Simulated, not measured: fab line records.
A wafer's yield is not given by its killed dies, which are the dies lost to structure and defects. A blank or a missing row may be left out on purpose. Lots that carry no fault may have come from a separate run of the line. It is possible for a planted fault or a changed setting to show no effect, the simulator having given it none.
fab line records -- flow berkeley-cmos170
record lots=14, wafers=42, last-day=11
route steps=331 shown V2@292
lots that met no fault: taken from a fault-free run of the same line
start-h: the number of hours between the record's first day and the start of the first shown wafer of the lot -- wait-h: how many hours have passed since the lot's step before this one -- " identical to the entry in the row above -- L1.1+2: a row that stands for several wafers -- - either no value or no given start -- * or withheld: withheld -- < > ~ a bound
route shown NAME@n: names a module that has steps shown in the file, with the first one's number in the route -- usual: mean and standard deviation over wafers with no fault -- same: alike in all rows -- chamber/n: place in a boat -- sites: each site's reading -- _std_site: their standard deviation -- _edge_site: outer sites' mean less inner sites' -- radius-mm: for every site, how far away it sits from the centre of the wafer -- mask NAME#n: copy n -- behind: the last tool/chamber to shape the wafer -- hold: why the lot went on hold/how many hours it stayed there/how the hold came to an end -- device: the n, p or np transistor that did not switch -- end of line: the same wafers' tests at the end of the route -- a step with no rows: only its recipe -- killed: the dies lost at the first sort to structure and to defects; this is not the yield of the wafer -- map: a wafer's dies, marking killed ones x, the rest . and places with no die _
set.NAME: the setting the step ran with; set.NAME@STEP: the setting that earlier step ran with -- model.NAME: the simulator's own value behind a step, which no gauge read
the route's steps for a sample of lots (tables are steps, rows are wafers)
services: when a tool's chamber went out of use (start-h, in hours from the record's first day, below 0 if earlier), for how many hours, and the reason
## steps
# step UCB170_V2_CVD_00
# recipe material=SiO2, target-thk-nm=2000, temp-c=390, precursor=TEOS/O2, time-s=250, rf-w=550, pressure-mtorr=9000
# usual heater-power-w=224/53, pressure-mtorr=9000/18
lot.wafer,tool,chamber,start-h,wait-h,heater-power-w,pressure-mtorr
L710.2,pecvd-01,1,163.38,0.1,204,8976
L710.4,pecvd-01,0,163.38,0.1,131,9012
L710.5,pecvd-01,2,163.38,0.1,275,8995
L707.1,pecvd-02,0,163.54,0.1,299,8994
L707.3,pecvd-02,1,163.54,0.1,231,8991
L707.5,pecvd-02,0,163.54,0.1,209,8996
L708.2,pecvd-04,0,167.08,0.1,251,8997
L708.3,pecvd-04,2,167.08,0.1,222,8994
L708.5,pecvd-04,2,167.08,0.1,298,9015
L709.3,pecvd-01,0,167.32,0.1,171,9001
L709.4,pecvd-01,2,167.32,0.1,188,9031
L709.6,pecvd-01,0,167.32,0.1,125,8991
L713.1,pecvd-02,0,197.90,0.1,214,8999
L713.3,pecvd-02,2,197.90,0.1,212,8996
L713.5,pecvd-02,2,197.90,0.1,266,8983
L714.1,pecvd-02,2,201.92,0.1,276,9009
L714.4,pecvd-02,2,201.92,0.1,186,8989
L714.6,pecvd-02,1,201.92,0.1,176,9027
L715.1,pecvd-01,1,206.22,0.1,199,9008
L715.2,pecvd-01,0,206.22,0.1,159,9002
L715.4,pecvd-01,1,206.22,0.1,152,8995
L720.1,pecvd-02,2,229.81,0.1,194,8965
L720.3,pecvd-02,1,229.81,0.1,194,8994
L720.4,pecvd-02,1,229.81,0.1,253,8994
L721.1,pecvd-04,1,230.53,0.1,334,8986
L721.4,pecvd-04,1,230.53,0.1,254,8987
L721.5,pecvd-04,2,230.53,0.1,313,8966
L718.2,pecvd-02,2,231.35,0.1,238,9000
L718.3,pecvd-02,0,231.35,0.1,289,8986
L718.4,pecvd-02,0,231.35,0.1,210,9013
L717.3,pecvd-04,2,231.43,0.1,312,9012
L717.4,pecvd-04,0,231.43,0.1,246,9003
L717.6,pecvd-04,1,231.43,0.1,251,9027
L725.3,pecvd-04,1,243.77,0.1,352,9016
L725.5,pecvd-04,1,243.77,0.1,246,8985
L725.6,pecvd-04,2,243.77,0.1,220,9008
L726.1,pecvd-02,1,244.08,0.1,182,9042
L726.4,pecvd-02,1,244.08,0.1,242,8995
L726.6,pecvd-02,2,244.08,0.1,189,8999
L727.2,pecvd-02,0,260.89,0.1,285,9022
L727.4,pecvd-02,1,260.89,0.1,175,8998
L727.5,pecvd-02,0,260.89,0.1,212,8971
# step UCB170_V2_THK_MEAS_01
# recipe reads=SiO2_of_V2_CVD_00
# usual V2_TEOS_THK=2002/32
lot.wafer,tool,chamber,start-h,wait-h,V2_TEOS_THK[nm]
L710.2,film-metro-01,-,163.55,0.1,1960
L710.4,film-metro-01,-,163.55,0.1,2046
L710.5,film-metro-01,-,163.55,0.1,2002
L707.1,film-metro-01,-,163.69,0.1,1993
L707.3,film-metro-01,-,163.69,0.1,1959
L707.5,film-metro-01,-,163.69,0.1,2027
L708.2,film-metro-01,-,167.25,0.1,2019
L708.3,film-metro-01,-,167.25,0.1,2036
L708.5,film-metro-01,-,167.25,0.1,2068
L709.3,film-metro-02,-,167.50,0.1,2025
L709.4,film-metro-02,-,167.50,0.1,2024
L709.6,film-metro-02,-,167.50,0.1,2063
L713.1,film-metro-01,-,198.05,0.1,1975
L713.3,film-metro-01,-,198.05,0.1,2003
L713.5,film-metro-01,-,198.05,0.1,2036
L714.1,film-metro-04,-,202.07,0.1,2006
L714.4,film-metro-04,-,202.07,0.1,2025
L714.6,film-metro-04,-,202.07,0.1,1990
L715.1,film-metro-01,-,206.38,0.1,1960
L715.2,film-metro-01,-,206.38,0.1,1993
L715.4,film-metro-01,-,206.38,0.1,1977
L720.1,film-metro-04,-,229.96,0.1,1979
L720.3,film-metro-04,-,229.96,0.1,1951
L720.4,film-metro-04,-,229.96,0.1,1979
L721.1,film-metro-04,-,230.69,0.1,2017
L721.4,film-metro-04,-,230.69,0.1,2018
L721.5,film-metro-04,-,230.69,0.1,2074
L718.2,film-metro-04,-,231.52,0.1,2005
L718.3,film-metro-04,-,231.52,0.1,1979
L718.4,film-metro-04,-,231.52,0.1,2033
L717.3,film-metro-04,-,231.61,0.1,2000
L717.4,film-metro-04,-,231.61,0.1,2055
L717.6,film-metro-04,-,231.61,0.1,1990
L725.3,film-metro-04,-,243.95,0.1,2004
L725.5,film-metro-04,-,243.95,0.1,2051
L725.6,film-metro-04,-,243.95,0.1,2028
L726.1,film-metro-02,-,244.24,0.1,3767
L726.4,film-metro-02,-,244.24,0.1,3823
L726.6,film-metro-02,-,244.24,0.1,3871
L727.2,film-metro-02,-,261.06,0.1,3850
L727.4,film-metro-02,-,261.06,0.1,3825
L727.5,film-metro-02,-,261.06,0.1,3902
## services
tool,chamber,start-h,hours,kind
pecvd-04,0,149.50,-,clean
pecvd-04,1,149.50,-,clean
pecvd-04,2,149.50,-,clean
pecvd-02,-,149.64,2.8,pm
pecvd-02,-,208.28,2.4,repair
pecvd-04,-,232.35,1.3,repair
pecvd-02,2,250.93,9.9,repair
pecvd-01,-,255.50,2.8,pm
pecvd-01,1,259.56,3.5,repair
## key
first-sign step=UCB170_V2_THK_MEAS_01, reading=V2_TEOS_THK, direction=up, sigmas=58, usual=2002, struck=3840
effect none on later readings
met-at UCB170_V2_CVD_00
struck-lots L726,L727
onset-between 231.35 244.08
also-fits time
fault kind=process-parameter-drift, tool=pecvd-02, chamber=-, onset-h=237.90, steps=UCB170_V2_CVD_00, channel=target-thk-nm, offset=1838, shape=step, end-h=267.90, acts-in=these-recipes-only, stated=2000
